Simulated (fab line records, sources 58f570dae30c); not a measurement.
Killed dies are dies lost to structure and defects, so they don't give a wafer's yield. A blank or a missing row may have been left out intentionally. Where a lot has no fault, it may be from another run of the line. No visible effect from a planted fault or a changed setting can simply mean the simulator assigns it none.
Lot-split experiment + flow berkeley_cmos170 + route with 331 steps; 5 lots, 23 wafers read

SPLIT DETAILS
At UCB170_NWELL_IMPLANT_14, the setting energy_kev was moved away from the recipe's 150 on 10 of the 23 wafers read, by -5.6% to -3.0%. For the rest of the wafers, this setting stayed at what the recipe calls for.

Reading taken at the split's own step.

THE READING
implant.drp_nm (the simulator's own value, which no gauge read), in nm, at UCB170_NWELL_IMPLANT_14. The file gives no usual value for it.

| wafer  | tool, chamber at the split | energy_kev as run | against the recipe | implant.drp_nm, nm | against lot-mates on the recipe |
|--------|----------------------------|-------------------|--------------------|--------------------|---------------------------------|
| L076.1 | implanter-04, 0            | 150               | recipe             | 62.72              | -                               |
| L076.3 | implanter-04, 0            | 150               | recipe             | 62.72              | -                               |
| L076.4 | implanter-04, 0            | 150               | recipe             | 62.72              | -                               |
| L076.5 | implanter-04, 0            | 141.6             | -5.6%              | 59.95              | -2.77                           |
| L076.6 | implanter-04, 0            | 141.6             | -5.6%              | 59.95              | -2.77                           |
| L077.1 | implanter-01, 0            | 145.5             | -3.0%              | 61.25              | -1.47                           |
| L077.6 | implanter-01, 0            | 145.5             | -3.0%              | 61.25              | -1.47                           |
| L077.2 | implanter-01, 0            | 150               | recipe             | 62.72              | -                               |
| L077.3 | implanter-01, 0            | 150               | recipe             | 62.72              | -                               |
| L077.4 | implanter-01, 0            | 150               | recipe             | 62.72              | -                               |
| L079.2 | implanter-02, 0            | 143.7             | -4.2%              | 60.65              | -2.07                           |
| L079.4 | implanter-02, 0            | 143.7             | -4.2%              | 60.65              | -2.07                           |
| L079.6 | implanter-02, 0            | 143.7             | -4.2%              | 60.65              | -2.07                           |
| L079.3 | implanter-02, 0            | 150               | recipe             | 62.72              | -                               |
| L079.5 | implanter-02, 0            | 150               | recipe             | 62.72              | -                               |
| L082.2 | implanter-04, 0            | 150               | recipe             | 62.72              | -                               |
| L082.3 | implanter-04, 0            | 150               | recipe             | 62.72              | -                               |
| L082.6 | implanter-04, 0            | 150               | recipe             | 62.72              | -                               |
| L084.1 | implanter-04, 0            | 144.2             | -3.9%              | 60.82              | -1.90                           |
| L084.4 | implanter-04, 0            | 144.2             | -3.9%              | 60.82              | -1.90                           |
| L084.6 | implanter-04, 0            | 144.2             | -3.9%              | 60.82              | -1.90                           |
| L084.3 | implanter-04, 0            | 150               | recipe             | 62.72              | -                               |
| L084.5 | implanter-04, 0            | 150               | recipe             | 62.72              | -                               |

FIT RESULTS
A straight line over all 23 wafers: implant.drp_nm changes by +0.493 nm for each +1% of energy_kev; r = +1.00; the points scatter about the line by 0.0045 nm.
The same after taking each lot's own level away (the mean of its wafers on the recipe; 23 wafers): +0.493 nm for each +1%; r = +1.00; scatter 0.0045 nm.
The reading moves by 2.8 nm for the largest change in energy_kev, on that fit.
The lots' own levels span 62.720 to 62.720 nm.
So the lot-to-lot level changes the slope little: the two slopes agree.
Check: -2.76 nm against its lot-mates is what the line predicts for one of the wafers moved furthest among these (-5.6%) when that wafer is left out of the fit. Against them it came out at -2.77 nm.

ADDITIONAL SPLITS CARRIED BY THESE WAFERS
These wafers also went through other splits before the reading. Each is held against what the fit with the lots' levels taken away leaves over:
| other split on the same wafers     | wafers away from the commonest value | r with implant.drp_nm (lot level and that fit taken away) |
|------------------------------------|--------------------------------------|-----------------------------------------------------------|
| UCB170_ZERO_ETCH_06 over_etch_frac | 8                                    | +0.52                                                     |

THE WHOLE CHAIN: every reading that the file lists as answering this split, in the file's order
| step                    | what it does | reading                                                         | change (the file's fit)               | r (the file's) |
|-------------------------|--------------|-----------------------------------------------------------------|---------------------------------------|----------------|
| UCB170_NWELL_IMPLANT_14 |              | implant.rp_nm (the simulator's own value, which no gauge read)  | +1.98 nm for each +1% of the setting  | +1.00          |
| UCB170_NWELL_IMPLANT_14 |              | implant.drp_nm (the simulator's own value, which no gauge read) | +0.493 nm for each +1% of the setting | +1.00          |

THE FILE'S OWN FIT
implant.drp_nm changes by +0.493 nm for each +1% of energy_kev, r = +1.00.
